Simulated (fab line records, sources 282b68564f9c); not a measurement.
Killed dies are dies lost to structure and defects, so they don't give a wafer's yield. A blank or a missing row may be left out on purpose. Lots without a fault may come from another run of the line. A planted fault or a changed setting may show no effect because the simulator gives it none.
fab line records | flow rit_cmos
record lots=13 wafers=39 last_day=7
route steps=202 shown M1@197
lots that met no fault: from a run of the same line without faults
start_h: hours from the record's first day to the start of the lot's first wafer shown | wait_h: hours since the lot's step before | " the same as in the row above | L1.1+2: a row that stands for several wafers | - no value, or no start given | * or withheld: withheld | < > ~ a bound
route shown NAME@n: a module of which the file shows steps, and the number in the route of the first | usual: mean/standard deviation of fault-free wafers | same: alike in all rows | chamber/n: place in a boat | sites: the reading at each site | _std_site: their standard deviation | _edge_site: outer sites' mean less inner sites' | radius_mm: how far each site lies from the wafer's centre | mask NAME#n: copy n | behind: the tool/chamber that last shaped the wafer | hold: why the lot was held/for how many hours/how that ended | device: the transistor (n, p or np) that didn't switch | end of line: the same wafers' tests at the end of the route | a step without rows: its recipe alone | killed: dies lost to structure and defects at the first sort, not the wafer's yield | map: a wafer's dies, x killed, . not, _ none there
set.NAME: the setting as run; set.NAME@STEP: as run at that earlier step | model.NAME: the simulator's own value behind a step, which no gauge read
steps of the route over a sample of lots; a table a step, a row a wafer
services: from which hour (start_h, from the record's first day; less than 0 if before it) a tool's chamber was out of use, for how many hours, and why
## steps
# step RIT_M1_STRIP_13
# recipe chemistry=nmp resist=NOVOLAK temp_c=80 time_s=600 dry=n2_spin
# columns lot.wafer tool chamber start_h wait_h
L796.2+3+6 wet_bench-04 1 64.40 0.1
L800.2+5+6 wet_bench-02 1 86.94 0.1
L799.4+5+6 wet_bench-04 0 88.31 0.1
L801.1+4+6 wet_bench-01 2 90.18 0.1
L804.1+2+5 wet_bench-02 0 108.55 0.1
L806.1+2+3 wet_bench-02 3 115.43 0.1
L810.1+2+4 wet_bench-02 0 134.30 0.3
L811.1+2+5 wet_bench-01 1 136.93 0.1
L812.2+4+5 wet_bench-02 1 142.83 0.2
L813.1+4+6 wet_bench-02 1 151.84 0.1
L814.2+3+6 wet_bench-02 2 154.87 0.1
L815.1+2+3 wet_bench-01 3 160.23 0.1
L816.1+4+6 wet_bench-04 2 164.12 0.1
# step RIT_M1_PROBE_99
# usual defect_limited_yield=97.1/1.2 killed_at_M0_to_M3=0.0/0.12 killed_at_contacts=0.1/0.31 killed_at_front_end=8/3.1 killed_dies=8/3.2 killed_open=3.9/2.2 killed_short=3.8/2.1 sort_bin_3_pad_short=0.1/0.23 sort_bin_5_function=1.7/0.86 sort_bin_6_memory=1.1/0.7 sort_n_pass=256/3.2 sort_yield_pct=97.1/1.2
# same gross_dies=264 killed_at_M4_up=0 killed_at_back_side=0 killed_at_other=0
# columns lot.wafer tool chamber start_h wait_h defect_limited_yield[%] killed_at_M0_to_M3 killed_at_contacts killed_at_front_end killed_dies killed_open killed_short sort_bin_3_pad_short[%] sort_bin_5_function[%] sort_bin_6_memory[%] sort_n_pass sort_yield_pct[%]
L796.2 prober-01 - 66.54 0.1 98.5 0 0 4 4 4 0 0 1.1 0.4 260 98.5
L796.3 prober-01 - 66.59 0.2 99.2 0 0 2 2 0 2 0 0 0.8 262 99.2
L796.6 prober-01 - 66.74 0.2 97.3 0 0 7 7 3 4 0 2.3 0.4 257 97.3
L800.2 prober-02 - 89.08 0.1 95.8 0 1 10 11 6 5 0 3.4 0.8 253 95.8
L800.5 prober-02 - 89.23 0.2 98.1 0 0 5 5 4 1 0.4 1.1 0.4 259 98.1
L800.6 prober-02 - 89.28 0.2 98.5 0 0 4 4 2 2 0 1.1 0.4 260 98.5
L799.4 prober-01 - 90.68 0.2 97.3 0 0 7 7 5 2 0 1.9 0.8 257 97.3
L799.5 prober-01 - 90.73 0.2 97.3 0 0 7 7 4 3 0.4 1.1 1.1 257 97.3
L799.6 prober-01 - 90.78 0.2 96.6 0 0 9 9 3 6 0.4 2.7 0.4 255 96.6
L801.1 prober-02 - 92.29 0.1 95.8 0 0 11 11 6 5 0.4 2.3 1.5 253 95.8
L801.4 prober-02 - 92.44 0.2 94.7 0 1 13 14 5 9 0.4 3.0 1.9 250 94.7
L801.6 prober-02 - 92.54 0.2 98.9 0 0 3 3 1 2 0 1.1 0 261 98.9
L804.1 prober-01 - 110.64 0.1 97.0 0 0 8 8 7 1 0 2.7 0.4 256 97.0
L804.2 prober-01 - 110.69 0.1 97.7 0 0 6 6 1 5 0 1.1 1.1 258 97.7
L804.5 prober-01 - 110.84 0.2 94.7 0 1 13 14 5 9 0.4 1.5 3.4 250 94.7
L806.1 prober-01 - 117.52 0.1 79.2 45 0 10 55 5 5 4.2 12.5 4.2 209 79.2
L806.2 prober-01 - 117.57 0.1 83.0 39 0 6 45 3 3 5.7 9.8 1.5 219 83.0
L806.3 prober-01 - 117.62 0.2 81.4 44 0 5 49 3 2 4.5 10.6 3.4 215 81.4
L810.1 prober-01 - 136.39 0.1 99.6 0 0 1 1 0 1 0 0 0.4 263 99.6
L810.2 prober-01 - 136.44 0.1 97.3 0 0 7 7 3 4 0 1.5 1.1 257 97.3
L810.4 prober-01 - 136.54 0.2 96.6 0 0 9 9 4 5 0 1.1 2.3 255 96.6
L811.1 prober-02 - 139.04 0.1 95.8 0 0 11 11 5 6 0 1.5 2.7 253 95.8
L811.2 prober-02 - 139.09 0.1 98.1 1 0 4 5 2 3 0 0.4 1.5 259 98.1
L811.5 prober-02 - 139.24 0.2 96.2 0 0 10 10 4 6 0 3.0 0.8 254 96.2
L812.2 prober-01 - 144.98 0.1 95.5 0 0 12 12 7 5 0.4 3.0 1.1 252 95.5
L812.4 prober-01 - 145.08 0.2 97.7 0 0 6 6 3 3 0.4 1.1 0.8 258 97.7
L812.5 prober-01 - 145.13 0.2 96.2 0 0 10 10 4 6 0 3.0 0.8 254 96.2
L813.1 prober-02 - 153.94 0.1 96.6 0 0 9 9 2 7 0.4 1.9 1.1 255 96.6
L813.4 prober-02 - 154.09 0.2 98.1 0 0 5 5 4 1 0 1.1 0.8 259 98.1
L813.6 prober-02 - 154.19 0.2 95.5 0 0 12 12 4 8 0 2.3 2.3 252 95.5
L814.2 prober-01 - 157.03 0.1 96.6 0 0 9 9 6 3 0 2.7 0.8 255 96.6
L814.3 prober-01 - 157.08 0.2 96.2 0 1 9 10 5 5 0.8 2.7 0.4 254 96.2
L814.6 prober-01 - 157.23 0.2 97.7 0 0 6 6 6 0 0 1.5 0.8 258 97.7
L815.1 prober-02 - 162.32 0.1 97.3 0 0 7 7 2 5 0 1.9 0.8 257 97.3
L815.2 prober-02 - 162.37 0.1 98.5 0 0 4 4 1 3 0 1.5 0 260 98.5
L815.3 prober-02 - 162.42 0.2 97.3 0 1 6 7 2 5 0.4 1.9 0.4 257 97.3
L816.1 prober-01 - 166.26 0.1 95.5 0 0 12 12 7 5 0 3.4 1.1 252 95.5
L816.4 prober-01 - 166.41 0.2 96.6 0 0 9 9 7 2 0 1.9 1.5 255 96.6
L816.6 prober-01 - 166.51 0.2 95.8 0 0 11 11 6 5 0.4 2.3 1.5 253 95.8
# killed by level:class
L796.2 SILICIDE:geometric_particle:open=2 FOX1:geometric_particle:open=1 SPACER:geometric_particle:open=1
L796.3 SPACER:geometric_particle:short=2
L796.6 FOX1:geometric_particle:short=1 FOX1:geometric_particle:open=1 GATE:geometric_particle:open=1 GATE:geometric_particle:short=1 REOX:geometric_particle:short=1 REOX:geometric_particle:open=1 SILICIDE:geometric_particle:short=1
L800.2 SPACER:geometric_particle:open=3 GATE:geometric_particle:short=2 SPACER:geometric_particle:short=2 FOX2:geometric_particle:open=1 SILICIDE:geometric_particle:short=1 SILICIDE:geometric_particle:open=1 CONTACT:geometric_particle:open=1
L800.5 SILICIDE:geometric_particle:open=2 REOX:geometric_particle:open=1 SPACER:geometric_particle:open=1 SILICIDE:geometric_particle:short=1
L800.6 FOX2:geometric_particle:short=1 GATE:geometric_particle:open=1 GATE:geometric_particle:short=1 SPACER:geometric_particle:open=1
L799.4 GATE:geometric_particle:open=2 REOX:geometric_particle:open=2 FOX2:geometric_particle:open=1 SPACER:geometric_particle:short=1 SILICIDE:geometric_particle:short=1
L799.5 GATE:geometric_particle:open=3 FOX2:geometric_particle:open=1 FOX2:geometric_particle:short=1 GATE:geometric_particle:short=1 SPACER:geometric_particle:short=1
L799.6 GATE:geometric_particle:open=2 REOX:geometric_particle:short=2 SPACER:geometric_particle:short=2 FOX2:geometric_particle:short=1 SPACER:geometric_particle:open=1 SILICIDE:geometric_particle:short=1
L801.1 GATE:geometric_particle:short=3 SILICIDE:geometric_particle:open=2 FOX1:geometric_particle:open=1 FOX2:geometric_particle:open=1 GATE:geometric_particle:open=1 REOX:geometric_particle:short=1 REOX:geometric_particle:open=1 SILICIDE:geometric_particle:short=1
L801.4 SPACER:geometric_particle:short=3 GATE:geometric_particle:short=2 SILICIDE:geometric_particle:short=2 FOX1:geometric_particle:open=1 FOX2:geometric_particle:short=1 REOX:geometric_particle:short=1 REOX:geometric_particle:open=1 SPACER:geometric_particle:open=1
L801.6 FOX2:geometric_particle:short=1 GATE:geometric_particle:open=1 SPACER:geometric_particle:short=1
L804.1 GATE:geometric_particle:open=5 GATE:geometric_particle:short=1 REOX:geometric_particle:open=1 SPACER:geometric_particle:open=1
L804.2 GATE:geometric_particle:short=2 REOX:geometric_particle:short=1 REOX:geometric_particle:open=1 SPACER:geometric_particle:short=1 SILICIDE:geometric_particle:short=1
L804.5 GATE:geometric_particle:short=4 REOX:geometric_particle:open=3 GATE:geometric_particle:open=2 FOX1:geometric_particle:short=1 REOX:geometric_particle:short=1 SPACER:geometric_particle:short=1 SILICIDE:geometric_particle:short=1 CONTACT:geometric_particle:short=1
L806.1 M1:unspecified=45 GATE:geometric_particle:open=3 FOX1:geometric_particle:short=1 FOX1:geometric_particle:open=1 FOX2:geometric_particle:short=1 GATE:geometric_particle:short=1 REOX:geometric_particle:short=1 SPACER:geometric_particle:open=1
L806.2 M1:unspecified=39 FOX2:geometric_particle:short=1 GATE:geometric_particle:open=1 REOX:geometric_particle:open=1 SPACER:geometric_particle:short=1 SPACER:geometric_particle:open=1 SILICIDE:geometric_particle:short=1
L806.3 M1:unspecified=44 GATE:geometric_particle:open=2 GATE:geometric_particle:short=1 SILICIDE:geometric_particle:open=1 SILICIDE:geometric_particle:short=1
L810.1 GATE:geometric_particle:short=1
L810.2 GATE:geometric_particle:short=3 GATE:geometric_particle:open=2 REOX:geometric_particle:short=1 SILICIDE:geometric_particle:open=1
L810.4 GATE:geometric_particle:short=2 SPACER:geometric_particle:open=2 FOX1:geometric_particle:short=1 FOX2:geometric_particle:short=1 GATE:geometric_particle:open=1 REOX:geometric_particle:short=1 REOX:geometric_particle:open=1
L811.1 SILICIDE:geometric_particle:short=3 FOX1:geometric_particle:open=2 GATE:geometric_particle:short=2 GATE:geometric_particle:open=2 FOX1:geometric_particle:short=1 FOX2:geometric_particle:open=1
L811.2 FOX2:geometric_particle:short=1 GATE:geometric_particle:short=1 GATE:geometric_particle:open=1 SILICIDE:geometric_particle:open=1 M1:geometric_particle:short=1
L811.5 GATE:geometric_particle:short=3 FOX1:geometric_particle:short=2 FOX1:geometric_particle:open=2 GATE:geometric_particle:open=2 SILICIDE:geometric_particle:short=1
L812.2 GATE:geometric_particle:open=4 FOX1:geometric_particle:short=2 FOX2:geometric_particle:open=2 GATE:geometric_particle:short=2 FOX2:geometric_particle:short=1 SILICIDE:geometric_particle:open=1
L812.4 GATE:geometric_particle:open=3 FOX2:geometric_particle:short=2 GATE:geometric_particle:short=1
L812.5 GATE:geometric_particle:short=5 REOX:geometric_particle:open=2 FOX2:geometric_particle:short=1 GATE:geometric_particle:open=1 SILICIDE:geometric_particle:open=1
L813.1 GATE:geometric_particle:short=3 REOX:geometric_particle:short=2 GATE:geometric_particle:open=1 SPACER:geometric_particle:short=1 SILICIDE:geometric_particle:short=1 SILICIDE:geometric_particle:open=1
L813.4 GATE:geometric_particle:open=3 FOX1:geometric_particle:short=1 SILICIDE:geometric_particle:open=1
L813.6 REOX:geometric_particle:short=3 GATE:geometric_particle:short=2 SILICIDE:geometric_particle:open=2 SILICIDE:geometric_particle:short=2 FOX1:geometric_particle:open=1 FOX1:geometric_particle:short=1 GATE:geometric_particle:open=1
L814.2 FOX2:geometric_particle:open=2 FOX1:geometric_particle:open=1 GATE:geometric_particle:short=1 GATE:geometric_particle:open=1 SPACER:geometric_particle:short=1 SPACER:geometric_particle:open=1 SILICIDE:geometric_particle:open=1 SILICIDE:geometric_particle:short=1
L814.3 SPACER:geometric_particle:open=3 SPACER:geometric_particle:short=3 FOX1:geometric_particle:open=1 FOX2:geometric_particle:short=1 GATE:geometric_particle:open=1 CONTACT:geometric_particle:short=1
L814.6 FOX1:geometric_particle:open=4 GATE:geometric_particle:open=1 SPACER:geometric_particle:open=1
L815.1 GATE:geometric_particle:short=2 FOX1:geometric_particle:open=1 GATE:geometric_particle:open=1 REOX:geometric_particle:short=1 SPACER:geometric_particle:short=1 SILICIDE:geometric_particle:short=1
L815.2 FOX1:geometric_particle:short=2 GATE:geometric_particle:open=1 GATE:geometric_particle:short=1
L815.3 GATE:geometric_particle:open=2 GATE:geometric_particle:short=2 SPACER:geometric_particle:short=1 SILICIDE:geometric_particle:short=1 CONTACT:geometric_particle:short=1
L816.1 FOX2:geometric_particle:open=3 FOX2:geometric_particle:short=2 GATE:geometric_particle:short=2 SPACER:geometric_particle:open=2 SILICIDE:geometric_particle:open=2 SPACER:geometric_particle:short=1
L816.4 GATE:geometric_particle:open=3 REOX:geometric_particle:open=2 GATE:geometric_particle:short=1 SPACER:geometric_particle:short=1 SPACER:geometric_particle:open=1 SILICIDE:geometric_particle:open=1
L816.6 GATE:geometric_particle:open=3 FOX2:geometric_particle:short=2 GATE:geometric_particle:short=2 SILICIDE:geometric_particle:open=2 FOX2:geometric_particle:open=1 REOX:geometric_particle:short=1
## services
# columns tool chamber start_h hours kind
wet_bench-01 - 63.10 2.8 repair
## key
first_sign step=RIT_M1_PROBE_99 reading=killed_at_M0_to_M3 direction=up sigmas=43 usual=0.0 struck=42.7
effect step=RIT_M1_PROBE_99 reading=killed_dies direction=up sigmas=13 usual=8 struck=50
met_at RIT_M1_STRIP_13
struck_lots L806
struck_wafers L806.1,L806.2,L806.3
fault kind=chamber_particle_source tool=wet_bench-02 chamber=3 onset_h=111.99 steps=RIT_M1_STRIP_13 rate_per_visit_cm2=2.081 end_h=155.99
